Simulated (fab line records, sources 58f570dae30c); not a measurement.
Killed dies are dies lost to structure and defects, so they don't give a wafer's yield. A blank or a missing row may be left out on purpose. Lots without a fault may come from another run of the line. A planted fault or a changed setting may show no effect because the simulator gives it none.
Which tool did it? | flow berkeley_cmos170 | 14 lots, 42 wafers sampled, at 2 steps of a route of 331

WHAT THE GAUGES READ, wafer by wafer
UCB170_CONTACT_CD_MEAS_15: target cd 700 nm. Usual: cd_nm 699.8 nm, standard deviation 1.1.
lot  | measured     | on        | cd_nm (nm)        | flag
L564 | day 7 22:05  | cd_sem-01 | 700.2 701.6 700.5 |
L565 | day 8 10:56  | cd_sem-02 | 699.7 699.2 701.0 |
L566 | day 8 12:10  | cd_sem-02 | 700.4 699.0 698.9 |
L568 | day 9 01:11  | cd_sem-01 | 701.7 699.7 699.4 |
L569 | day 9 03:49  | cd_sem-01 | 699.1 698.3 700.6 |
L567 | day 9 04:05  | cd_sem-02 | 699.8 698.7 700.3 |
L573 | day 9 15:08  | cd_sem-01 | 698.8 698.7 697.7 |
L574 | day 9 15:13  | cd_sem-02 | 698.8 699.5 699.3 |
L575 | day 10 20:53 | cd_sem-02 | 698.7 698.7 699.1 |
L577 | day 10 21:04 | cd_sem-02 | 701.5 700.1 702.3 |
L580 | day 11 10:47 | cd_sem-02 | 701.0 701.8 703.2 |
L579 | day 11 11:16 | cd_sem-02 | 698.4 699.6 700.1 |
L581 | day 12 01:10 | cd_sem-02 | 700.7 699.8 700.3 |
L585 | day 12 15:56 | cd_sem-02 | 701.2 701.2 700.6 |

UCB170_CONTACT_CD_MEAS_90: target cd 700 nm. Usual: cd_nm 700.1 nm, standard deviation 1.3.
lot  | measured     | on        | cd_nm (nm)        | flag
L564 | day 7 22:32  | cd_sem-02 | 701.3 701.2 701.4 |
L565 | day 8 11:22  | cd_sem-02 | 699.6 700.0 701.6 |
L566 | day 8 12:35  | cd_sem-02 | 699.6 699.2 698.5 |
L568 | day 9 01:37  | cd_sem-02 | 701.9 699.2 698.8 |
L569 | day 9 04:14  | cd_sem-02 | 699.9 699.3 700.0 |
L567 | day 9 04:30  | cd_sem-01 | 700.5 697.5 698.6 |
L573 | day 9 15:34  | cd_sem-01 | 698.9 698.5 698.2 |
L574 | day 9 15:38  | cd_sem-02 | 699.2 698.9 698.7 |
L575 | day 10 21:18 | cd_sem-01 | 698.9 698.5 698.6 |
L577 | day 10 21:29 | cd_sem-02 | 702.4 701.6 703.5 |
L580 | day 11 11:13 | cd_sem-01 | 702.0 702.5 704.7 |
L579 | day 11 11:42 | cd_sem-01 | 699.6 700.8 700.5 |
L581 | day 12 01:35 | cd_sem-01 | 699.6 698.4 699.3 |
L585 | day 12 16:22 | cd_sem-01 | 702.2 700.0 700.5 |

WHICH TOOL RAN EACH LOT (tool, then ch and the chambers of the sampled wafers, then the start)
The record holds no process step before these readings.

WHAT THE TOOLS THEMSELVES READ (means of the sampled wafers that have a number; where no wafer has one, the mark that the record gives instead)
The record holds no such reading with a usual standard deviation.

THE ANSWER, worked out from the rows above alone
Rule: a lot is off if the mean of its wafers that have a number lies more than 3 standard deviations from the usual mean. A lot without any number at a reading at which 4 lots or more have one is off too. The other lots that the step has rows for count as sound. The gauges are gone through in route order, then the tools' own readings, and for those a lot's mean is taken as printed above. The first step at which some lot is off is used, and at that step the reading that is off furthest; a lot without a number counts as furthest.
No lot is off at any reading shown: from this, nothing can be told.

WHAT THE SIMULATOR HAD PUT IN
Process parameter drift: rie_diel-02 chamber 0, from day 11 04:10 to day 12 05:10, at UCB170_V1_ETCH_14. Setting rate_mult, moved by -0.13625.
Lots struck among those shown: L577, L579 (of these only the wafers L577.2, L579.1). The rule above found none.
